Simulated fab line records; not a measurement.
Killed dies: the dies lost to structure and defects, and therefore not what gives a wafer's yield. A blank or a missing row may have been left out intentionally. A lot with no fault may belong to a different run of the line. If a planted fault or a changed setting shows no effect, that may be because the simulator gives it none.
Split-lot trial + flow rit_cmos + 5 lots, 23 wafers read, on a route of 202 steps

THE SPLIT ITSELF
At RIT_REOX_OXIDATION_03 (target thk 25.2 nm, ox time 5580 s), the setting ox_time_s was moved away from the recipe's 5580 s on 10 of the 23 wafers read, by -14.6% to -11.3%. The other wafers ran this setting at the recipe's value.

The reading comes from the split's own step.

THE READING
SiO2_of_REOX_OXIDATION_03.thk_nm (the simulator's own value, which no gauge read), in nm, at RIT_REOX_OXIDATION_03 (target thk 25.2 nm, ox time 5580 s). The file does not state a usual value for it. Here, 13 wafers ran the recipe; their average is 25.37 nm with a standard deviation of 0.6 nm.

| wafer  | tool, chamber at the split | ox_time_s as run, s | against the recipe | SiO2_of_REOX_OXIDATION_03.thk_nm, nm | against lot-mates on the recipe |
|--------|----------------------------|---------------------|--------------------|--------------------------------------|---------------------------------|
| L075.4 | furnace-03, 0              | 5580                | recipe             | 25.56                                | -                               |
| L075.5 | furnace-03, 0              | 5580                | recipe             | 25.7                                 | -                               |
| L075.6 | furnace-03, 0              | 5580                | recipe             | 25.59                                | -                               |
| L078.1 | -, -                       | 4768                | -14.6%             | 23.32                                | no lot-mate on the recipe       |
| L078.3 | -, -                       | 4768                | -14.6%             | 23.33                                | no lot-mate on the recipe       |
| L078.4 | -, -                       | 4768                | -14.6%             | 23.74                                | no lot-mate on the recipe       |
| L078.5 | -, -                       | 4768                | -14.6%             | 23.53                                | no lot-mate on the recipe       |
| L078.6 | -, -                       | 4768                | -14.6%             | 23.21                                | no lot-mate on the recipe       |
| L081.1 | -, -                       | 5580                | recipe             | 25.79                                | -                               |
| L081.2 | -, -                       | 5580                | recipe             | 25.72                                | -                               |
| L081.4 | -, -                       | 5580                | recipe             | 25.99                                | -                               |
| L081.5 | -, -                       | 5580                | recipe             | 26.16                                | -                               |
| L081.6 | -, -                       | 5580                | recipe             | 26.09                                | -                               |
| L083.1 | -, -                       | 5580                | recipe             | 24.59                                | -                               |
| L083.2 | -, -                       | 5580                | recipe             | 24.57                                | -                               |
| L083.3 | -, -                       | 5580                | recipe             | 24.79                                | -                               |
| L083.4 | -, -                       | 5580                | recipe             | 24.82                                | -                               |
| L083.6 | -, -                       | 5580                | recipe             | 24.49                                | -                               |
| L085.1 | -, -                       | 4951                | -11.3%             | 22.94                                | no lot-mate on the recipe       |
| L085.2 | -, -                       | 4951                | -11.3%             | 22.9                                 | no lot-mate on the recipe       |
| L085.4 | -, -                       | 4951                | -11.3%             | 23.01                                | no lot-mate on the recipe       |
| L085.5 | -, -                       | 4951                | -11.3%             | 23.39                                | no lot-mate on the recipe       |
| L085.6 | -, -                       | 4951                | -11.3%             | 23.61                                | no lot-mate on the recipe       |

FIT RESULTS
A straight line over all 23 wafers: SiO2_of_REOX_OXIDATION_03.thk_nm changes by +0.154 nm for each +1% of ox_time_s; r = +0.88; the points scatter about the line by 0.57 nm.
Too few moved wafers have a lot-mate on the recipe to fit a line with each lot's own level taken away.

FILE'S OWN FIT
SiO2_of_REOX_OXIDATION_03.thk_nm changes by +0.154 nm for each +1% of ox_time_s, r = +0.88.
